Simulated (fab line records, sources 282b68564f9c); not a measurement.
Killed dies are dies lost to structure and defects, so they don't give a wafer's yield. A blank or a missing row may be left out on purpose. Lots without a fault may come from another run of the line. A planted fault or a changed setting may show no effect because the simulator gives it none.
A struck lot beside a sound one | flow rit_cmos | 44 steps out of a route of 202
Sound: wafers L117.1, L117.3, L117.4. Struck: wafers L128.1, L128.5, L128.6. The cause comes at the end.
At each step with rows: each side's tool, then ch and its chambers, then its first start. Under that, the readings that differ: sound wafers | struck wafers | difference of the means | sigmas: that difference in standard deviations of wafers without a fault.
alike: readings whose means differ by less than 2 such deviations, and words and numbers that are the same on both sides. not compared: withheld readings, readings that some wafer has no value for, bounds like >300 that may hide the same value, and numbers for which the record gives no deviation and whose values overlap.
The two part at a step that has a row with sigmas, a row that says differs or no value, or rows on one side only. Numbers that don't overlap but have no deviation are shown without sigmas and don't part them. A reading that every wafer of one side lacks parts them only if that side has two wafers or more.

first, 4 steps without rows for these wafers: RIT_PLDD_SOFTBAKE_02 (time 60 s); RIT_PLDD_EXPOSE_03 (exposes mask M8, target cd 40900 nm); RIT_PLDD_PEB_04; RIT_PLDD_DEVELOP_05 (develop time 50 s).
RIT_PLDD_OVL_MEAS_06:
  sound on overlay-01, day 3 05:31; struck on overlay-01, day 5 17:39
  alike: PLDD_OVL
then, 2 steps without rows for these wafers: RIT_PLDD_HARDBAKE_07 (time 60 s); RIT_PLDD_IMPLANT_08.
RIT_PLDD_STRIP_09: strips in O2, time 180 s.
  sound on plasma_asher-04 ch 0,1, day 3 05:51; struck on plasma_asher-04 ch 0,1, day 5 17:59
  alike: drypump_motor_current_A, rf_refl_power_W
  not compared: rf_hours_counter_h
RIT_PLDD_TW_MEAS_10:
  sound on film_metro-01, day 3 06:02; struck on film_metro-01, day 5 18:10
  alike: PLDD_TW
then, 3 steps without rows for these wafers: RIT_SPACER_CLEAN_00 (cleans in SC1, time 600 s); RIT_SPACER_CLEAN_01 (cleans in dHF, time 30 s); RIT_SPACER_CLEAN_02 (cleans in SC2, time 600 s).
RIT_SPACER_CVD_03: deposits Si3N4 from SiH2Cl2/NH3, target thk 250 nm, time 3300 s.
  sound on lpcvd-02 ch 0, day 3 06:28; struck on lpcvd-02 ch 1, day 5 19:22
  reading                                  | sound           | struck            | difference | sigmas
  model.Si3N4_of_SPACER_CVD_03.thk_nm (nm) | 247.1 248 247.6 | 128.6 129.9 129.7 | -118.2     |
  alike: spike_tc_source_C, susceptor_temp_C
RIT_SPACER_THK_MEAS_04:
  sound on film_metro-03, day 3 08:23; struck on film_metro-04, day 5 21:16
  reading                 | sound             | struck            | difference | sigmas
  SPACER_NITRIDE_THK (nm) | 247.1 248.1 247.5 | 128.7 129.9 129.7 | -118.1     | -49
RIT_SPACER_ETCHBACK_05: etches Si3N4 in SF6/CHF3, stops on SiO2, target depth 250 nm, time 240 s.
  sound on rie_diel-04 ch 0,2,3, day 3 08:27; struck on rie_diel-02 ch 2,3, day 5 21:20
  reading                  | sound             | struck            | difference | sigmas
  oes_product_au (a.u.)    | 0.838 0.858 0.850 | 0.548 0.550 0.560 | -0.296     | -23
  model.etch.depth_nm (nm) | 247.1 248 247.6   | 128.6 129.9 129.7 | -118.2     |
  alike: drypump_motor_current_A, throttle_valve_pct
  not compared: rf_hours_counter_h
then, 6 steps without rows for these wafers: RIT_NSD_HMDS_00 (prime time 60 s); RIT_NSD_COAT_01 (resist thk 1000 nm); RIT_NSD_SOFTBAKE_02 (time 60 s); RIT_NSD_EXPOSE_03 (exposes mask M9, target cd 40700 nm); RIT_NSD_PEB_04; RIT_NSD_DEVELOP_05 (develop time 50 s).
RIT_NSD_OVL_MEAS_06:
  sound on overlay-01, day 3 09:39; struck on overlay-02, day 5 22:28
  alike: NSD_OVL
then, 2 steps without rows for these wafers: RIT_NSD_HARDBAKE_07 (time 60 s); RIT_NSD_IMPLANT_08.
RIT_NSD_STRIP_09: strips in O2, time 180 s.
  sound on plasma_asher-01 ch 0,1, day 3 09:59; struck on plasma_asher-02 ch 0,1, day 5 22:48
  alike: drypump_motor_current_A, rf_refl_power_W
  not compared: rf_hours_counter_h
RIT_NSD_TW_MEAS_10:
  sound on film_metro-01, day 3 10:10; struck on film_metro-01, day 5 22:58
  alike: NSD_TW
then, 6 steps without rows for these wafers: RIT_PSD_HMDS_00 (prime time 60 s); RIT_PSD_COAT_01 (resist thk 1000 nm); RIT_PSD_SOFTBAKE_02 (time 60 s); RIT_PSD_EXPOSE_03 (exposes mask M10, target cd 40900 nm); RIT_PSD_PEB_04; RIT_PSD_DEVELOP_05 (develop time 50 s).
RIT_PSD_OVL_MEAS_06:
  sound on overlay-02, day 3 11:04; struck on overlay-01, day 5 23:53
  alike: PSD_OVL
then, 2 steps without rows for these wafers: RIT_PSD_HARDBAKE_07 (time 60 s); RIT_PSD_IMPLANT_08.
RIT_PSD_STRIP_09: strips in O2, time 180 s.
  sound on plasma_asher-04 ch 0,1, day 3 11:25; struck on plasma_asher-01 ch 0,1, day 6 00:13
  alike: drypump_motor_current_A, rf_refl_power_W
  not compared: rf_hours_counter_h
RIT_PSD_TW_MEAS_10:
  sound on film_metro-02, day 3 11:35; struck on film_metro-02, day 6 00:23
  alike: PSD_TW
then, 3 steps without rows for these wafers: RIT_SDANNEAL_CLEAN_00 (cleans in SC1, time 600 s); RIT_SDANNEAL_CLEAN_01 (cleans in dHF, time 30 s); RIT_SDANNEAL_CLEAN_02 (cleans in SC2, time 600 s).
RIT_SDANNEAL_RTA_03: time 5 s.
  sound on rtp_anneal-01 ch 0, day 3 12:02; struck on rtp_anneal-02 ch 0, day 6 00:50
  alike: ramp_down_c_per_s, ramp_up_c_per_s, wafer_temp_C_max
RIT_SDANNEAL_RS_MEAS_04: measures by four-point-probe.
  sound on film_metro-03, day 3 12:06; struck on film_metro-02, day 6 00:54
  alike: PSD_RS
RIT_SILICIDE_WET_ETCH_00: etches SiO2 in BOE, target depth 14 nm, time 15 s.
  sound on wet_bench-03 ch 3, day 3 12:35; struck on wet_bench-02 ch 1, day 6 01:23
  reading                                  | sound             | struck            | difference | sigmas
  model.Si3N4_of_SPACER_CVD_03.thk_nm (nm) | 193.3 193.8 193.6 | 99.53 100.6 100.3 | -93.42     |
RIT_M1_PROBE_99:
  sound on prober-01, day 3 20:28; struck on prober-01, day 6 08:41
  reading                                 | sound             | struck            | difference | sigmas
  model.etest.pldd.width_nm (nm)          | 3143 3151 3148    | 3351 3323 3334    | +189       |
  model.etest.nldd.width_nm (nm)          | 3133 3160 3144    | 3334 3328 3337    | +187       |
  model.etest.nplus_sal.width_nm (nm)     | 3442 3428 3420    | 3616 3621 3614    | +187       |
  model.etest.pplus_sal.width_nm (nm)     | 3430 3422 3415    | 3601 3618 3617    | +190       |
  model.etest.pwell_pinched.rs_ohm_sq     | 451.5 455.8 461.1 | 571.8 574.9 563.3 | +113.9     |
  model.etest.nwell_pinched.rs_ohm_sq     | 345.7 344.8 346.4 | 424.4 421.5 424.4 | +77.8      |
  model.etest.well_edge_right.line_ohm_um | 188.3 187.5 187.5 | 229 226 226       | +39        |
  model.etest.well_edge_left.line_ohm_um  | 185.7 186.2 186.6 | 223.9 223.8 226.4 | +38.5      |
  alike: killed_at_M0_to_M3, killed_at_contacts, killed_at_front_end, killed_dies, killed_open, killed_short

WHERE THEY PART
First at RIT_SPACER_THK_MEAS_04; last, within this record, at RIT_SPACER_ETCHBACK_05. Later steps at which nothing parts them and some readings are alike: RIT_NSD_OVL_MEAS_06, RIT_NSD_STRIP_09, RIT_NSD_TW_MEAS_10, RIT_PSD_OVL_MEAS_06, RIT_PSD_STRIP_09, RIT_PSD_TW_MEAS_10, RIT_SDANNEAL_RTA_03, RIT_SDANNEAL_RS_MEAS_04, RIT_M1_PROBE_99.

WHY: what the simulator had put in
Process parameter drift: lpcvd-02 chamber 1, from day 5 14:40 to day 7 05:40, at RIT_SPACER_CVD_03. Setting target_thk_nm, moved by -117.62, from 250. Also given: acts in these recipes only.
